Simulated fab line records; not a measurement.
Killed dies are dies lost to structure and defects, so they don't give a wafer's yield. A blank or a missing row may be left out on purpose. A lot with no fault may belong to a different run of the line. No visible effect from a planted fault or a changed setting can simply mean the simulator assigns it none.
Comparing a struck lot with a sound one -- flow berkeley cmos170 -- 14 out of 331 route steps
Sound: these wafers, L657.1, L657.2, L657.4. Wafers struck: L669.2, L669.3, L669.4. The cause is given at the end.
At each step with rows: each side's tool, then ch and its chambers, then its first start. Under that, the readings that differ: sound wafers -- struck wafers -- difference of the means -- sigmas: that difference in standard deviations of wafers without a fault.
alike: words and numbers the same on both sides, and readings whose means are apart by under 2 such deviations; not compared: readings that were withheld, readings missing a value for some wafer, numbers with overlapping values and no deviation given by the record, and bounds like >300 which may hide the same value.
The two part at a step that has a row with sigmas, a row that says differs or no value, or rows on one side only. Numbers that don't overlap but have no deviation are shown without sigmas and don't part them. A reading missing from all wafers of one side parts the sides only when that side holds two or more wafers.

UCB170_M2_RS_MEAS_02: a four-point-probe measurement.
  sound on film metro-01 at day 7 19:00; struck on film metro-03 at day 10 05:35
  alike: M2_AL_RS
UCB170_M2_THK_MEAS_03: measures by xrf.
  sound on film metro-01 at day 7 19:07; struck on film metro-03 at day 10 05:42
  alike: M2_AL_THK
then, 3 steps without rows for these wafers: UCB170_M2_HMDS_04 (prime time 60 s); UCB170_M2_COAT_05 (resist thk 900 nm); UCB170_M2_SOFTBAKE_06 (time 60 s).
UCB170_M2_STRIP_07: strips in O2.
  sound on plasma asher-03 ch 0,1, day 7 19:40; struck on plasma asher-04 ch 0,1, day 10 06:12
reading,sound,struck,difference,sigmas
strip time to endpoint s (s),22.05 22.09 22.08,21.86 21.90 21.82,-0.21,-3
  alike: drypump motor current A, oes product au
  not compared: rf hours counter h
then, 6 steps without rows for these wafers: UCB170_M2_STRIP_08 (strips KrF in DMSO, time 600 s); UCB170_M2_COAT_09; UCB170_M2_COAT_10 (resist thk 900 nm); UCB170_M2_SOFTBAKE_11 (time 60 s); UCB170_M2_EXPOSE_12 (exposes mask METAL2, target cd 700 nm); UCB170_M2_PEB_13.
UCB170_M2_DEVELOP_14: develop time 45 s.
  struck on litho track-02, day 10 07:00; sound on litho track-03 ch 0, day 7 20:00
  no value came back on the struck wafers for chill plate temp C (C), develop time s (s); on the sound wafers chill plate temp C (C) reads 23.19 22.99 23.01
reading,sound,struck,difference,sigmas
model.KrF_of_M2_COAT_10.thk nm (nm),882.3 880.9 882.3,899.4 898.8 897.5,+16.7,
UCB170_M2_CD_MEAS_15: target cd 700 nm.
  sound on cd sem-01 at day 7 21:00; struck on cd sem-02 at day 10 07:20
reading,sound,struck,difference,sigmas
cd nm (nm),699.6 699.3 699.8,- - -,no value on the struck wafers,

== WHERE THEY PART ==
Earliest at UCB170_M2_STRIP_07; latest, in this record, at UCB170_M2_CD_MEAS_15.

WHY: what had been put in by the simulator
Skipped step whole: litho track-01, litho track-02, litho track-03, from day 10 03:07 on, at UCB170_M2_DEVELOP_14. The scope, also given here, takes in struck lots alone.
